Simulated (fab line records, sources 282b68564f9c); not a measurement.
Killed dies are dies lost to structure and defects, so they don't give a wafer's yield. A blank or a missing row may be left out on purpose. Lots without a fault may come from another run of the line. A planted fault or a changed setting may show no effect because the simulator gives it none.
A struck lot beside a sound one | flow rit_cmos | 14 steps out of a route of 202
Sound: wafers L574.1, L574.3, L574.6. Struck: wafers L583.1, L583.5, L583.6. The cause comes at the end.
At each step with rows: each side's tool, then ch and its chambers, then its first start. Under that, the readings that differ: sound wafers | struck wafers | difference of the means | sigmas: that difference in standard deviations of wafers without a fault.
alike: readings whose means differ by less than 2 such deviations, and words and numbers that are the same on both sides. not compared: withheld readings, readings that some wafer has no value for, bounds like >300 that may hide the same value, and numbers for which the record gives no deviation and whose values overlap.
The two part at a step that has a row with sigmas, a row that says differs or no value, or rows on one side only. Numbers that don't overlap but have no deviation are shown without sigmas and don't part them. A reading that every wafer of one side lacks parts them only if that side has two wafers or more.

first, 3 steps without rows for these wafers: RIT_NSD_EXPOSE_03 (exposes mask M9, target cd 40700 nm); RIT_NSD_PEB_04; RIT_NSD_DEVELOP_05 (develop time 50 s).
RIT_NSD_OVL_MEAS_06:
  sound on overlay-02, day 3 07:07; struck on overlay-01, day 5 03:35
  alike: NSD_OVL
then, 2 steps without rows for these wafers: RIT_NSD_HARDBAKE_07 (time 60 s); RIT_NSD_IMPLANT_08.
RIT_NSD_STRIP_09: strips in O2, time 180 s.
  sound on plasma_asher-01 ch 0,1, day 3 07:27; struck on plasma_asher-02 ch 0,1, day 5 03:56
  alike: drypump_motor_current_A
  not compared: rf_hours_counter_h
RIT_NSD_TW_MEAS_10:
  sound on film_metro-03, day 3 07:38; struck on film_metro-01, day 5 04:06
  alike: NSD_TW
then, 4 steps without rows for these wafers: RIT_PSD_HMDS_00 (prime time 60 s); RIT_PSD_COAT_01 (resist thk 1000 nm); RIT_PSD_SOFTBAKE_02 (time 60 s); RIT_PSD_EXPOSE_03 (exposes mask M10, target cd 40900 nm).
RIT_PSD_PEB_04:
  sound on litho_track-04 ch 0, day 3 08:16; struck on litho_track-01, day 5 04:47
  reading         | sound          | struck | difference                    | sigmas
  exhaust_pa (Pa) | 44.3 44.3 45.2 | - - -  | no value on the struck wafers |
  not compared: chill_plate_temp_C
then, 1 step without rows for these wafers: RIT_PSD_DEVELOP_05 (develop time 50 s).

WHERE THEY PART
Only at RIT_PSD_PEB_04, within this record.

WHY: what the simulator had put in
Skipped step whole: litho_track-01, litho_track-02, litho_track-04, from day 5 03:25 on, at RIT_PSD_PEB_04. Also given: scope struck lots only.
